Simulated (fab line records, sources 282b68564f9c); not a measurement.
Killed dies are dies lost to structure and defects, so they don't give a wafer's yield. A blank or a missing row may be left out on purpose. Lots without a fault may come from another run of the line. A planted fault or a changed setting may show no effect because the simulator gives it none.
A struck lot beside a sound one | flow rit_cmos | 21 steps out of a route of 202
Sound: wafers L939.3, L939.5, L939.6. Struck: wafers L947.2, L947.3, L947.5. The cause comes at the end.
At each step with rows: each side's tool, then ch and its chambers, then its first start. Under that, the readings that differ: sound wafers | struck wafers | difference of the means | sigmas: that difference in standard deviations of wafers without a fault.
alike: readings whose means differ by less than 2 such deviations, and words and numbers that are the same on both sides. not compared: withheld readings, readings that some wafer has no value for, bounds like >300 that may hide the same value, and numbers for which the record gives no deviation and whose values overlap.
The two part at a step that has a row with sigmas, a row that says differs or no value, or rows on one side only. Numbers that don't overlap but have no deviation are shown without sigmas and don't part them. A reading that every wafer of one side lacks parts them only if that side has two wafers or more.

first, 3 steps without rows for these wafers: RIT_GATE_CLEAN_02 (cleans in dHF, time 30 s); RIT_GATE_CLEAN_03 (cleans in SC2, time 600 s); RIT_GATE_CLEAN_04 (cleans in dHF, time 60 s).
RIT_FOX2_THK_MEAS_91:
  sound on film_metro-04, day 2 14:15; struck on film_metro-03, day 4 07:59
  alike: FIELD_OXIDE_LEFT_2_THK
then, 2 steps without rows for these wafers: RIT_GATE_OXIDATION_05 (target thk 3 nm, ox time 270 s); RIT_GATE_ANNEAL_06 (time 600 s).
RIT_GATE_THK_MEAS_07:
  sound on film_metro-04, day 2 22:11; struck on film_metro-04, day 4 10:59
  alike: GATE_OXIDE_THK
then, 1 step without rows for these wafers: RIT_GATE_CVD_08 (deposits poly-Si from SiH4, target thk 250 nm, time 2220 s).
RIT_GATE_THK_MEAS_09:
  sound on film_metro-04, day 2 23:52; struck on film_metro-04, day 4 12:39
  reading            | sound             | struck            | difference | sigmas
  GATE_POLY_THK (nm) | 244.1 245.8 244.3 | 248.8 249.4 251.4 | +5.1       | +2
then, 3 steps without rows for these wafers: RIT_GATE_HMDS_10 (prime time 60 s); RIT_GATE_COAT_11 (resist thk 850 nm); RIT_GATE_SOFTBAKE_12 (time 60 s).
RIT_GATE_EXPOSE_13: exposes mask M6, target cd 150 nm.
  sound on iline_stepper-01 ch 0, day 3 00:31; struck on iline_stepper-01 ch 0, day 4 13:18
  reading | sound          | struck                  | difference | sigmas
  mask    | M6#0 M6#0 M6#0 | M6_R1#0 M6_R1#0 M6_R1#0 | differs    |
  alike: reticle_temp_C
then, 2 steps without rows for these wafers: RIT_GATE_PEB_14; RIT_GATE_DEVELOP_15 (develop time 50 s).
RIT_GATE_CD_MEAS_16: target cd 150 nm.
  sound on cd_sem-02, day 3 00:55; struck on cd_sem-02, day 4 13:43
  reading    | sound             | struck            | difference | sigmas
  cd_nm (nm) | 150.4 148.3 148.9 | 134.8 136.4 135.2 | -13.7      | -6
RIT_GATE_OVL_MEAS_17:
  sound on overlay-02, day 3 01:00; struck on overlay-01, day 4 13:50
  alike: GATE_OVL
then, 1 step without rows for these wafers: RIT_GATE_HARDBAKE_18 (time 60 s).
RIT_GATE_ETCH_19: etches poly-Si in SF6/CHF3/O2, stops on SiO2, time 165 s, target depth 312.5 nm.
  sound on rie_si-01 ch 2,3, day 3 01:11; struck on rie_si-01 ch 0,3, day 4 14:01
  reading               | sound             | struck            | difference | sigmas
  oes_product_au (a.u.) | 0.827 0.812 0.822 | 0.853 0.843 0.860 | +0.032     | +2
  model.GATE.cd_nm (nm) | 150.5 148.3 148.8 | 134.7 136.2 135.2 | -13.8      |
  alike: SF6_flow_sccm, drypump_motor_current_A, throttle_valve_pct
  not compared: rf_hours_counter_h
RIT_GATE_STRIP_20: strips in O2, time 180 s.
  sound on plasma_asher-04 ch 0,1, day 3 01:20; struck on plasma_asher-01 ch 0,1, day 4 14:07
  alike: drypump_motor_current_A
  not compared: rf_hours_counter_h
RIT_M1_PROBE_99:
  sound on prober-01, day 3 21:54; struck on prober-01, day 5 11:05
  reading                             | sound             | struck            | difference | sigmas
  model.etest.pmos_0p15.r_on_ohm_um   | 2678 2631 2681    | 2455 2485 2450    | -200       |
  model.etest.pmos_turned.r_on_ohm_um | 3299 3235 3267    | 3114 3134 3112    | -147       |
  model.etest.nmos_0p15.r_on_ohm_um   | 1118 1097 1112    | 1026 1041 1026    | -78        |
  model.etest.nmos_0p3.r_on_ohm_um    | 2128 2111 2118    | 2086 2096 2072    | -34        |
  model.etest.nmos_0p15.drive_ua_um   | 470.6 480.6 475.6 | 544.5 530.3 541.7 | +63.2      |
  model.etest.pmos_0p15.drive_ua_um   | 262.6 266.3 267.2 | 299.1 291.6 298.5 | +31.0      |
  model.etest.nmos_turned.drive_ua_um | 330.2 333.2 328   | 368.1 365 362.1   | +34.6      |
  alike: killed_at_contacts, killed_at_front_end, killed_dies, killed_open, killed_short
  not compared: model.etest.pmos_0p3.r_on_ohm_um

WHERE THEY PART
First at RIT_GATE_THK_MEAS_09; last, within this record, at RIT_GATE_ETCH_19. Later steps at which nothing parts them and some readings are alike: RIT_GATE_STRIP_20, RIT_M1_PROBE_99.

WHY: what the simulator had put in
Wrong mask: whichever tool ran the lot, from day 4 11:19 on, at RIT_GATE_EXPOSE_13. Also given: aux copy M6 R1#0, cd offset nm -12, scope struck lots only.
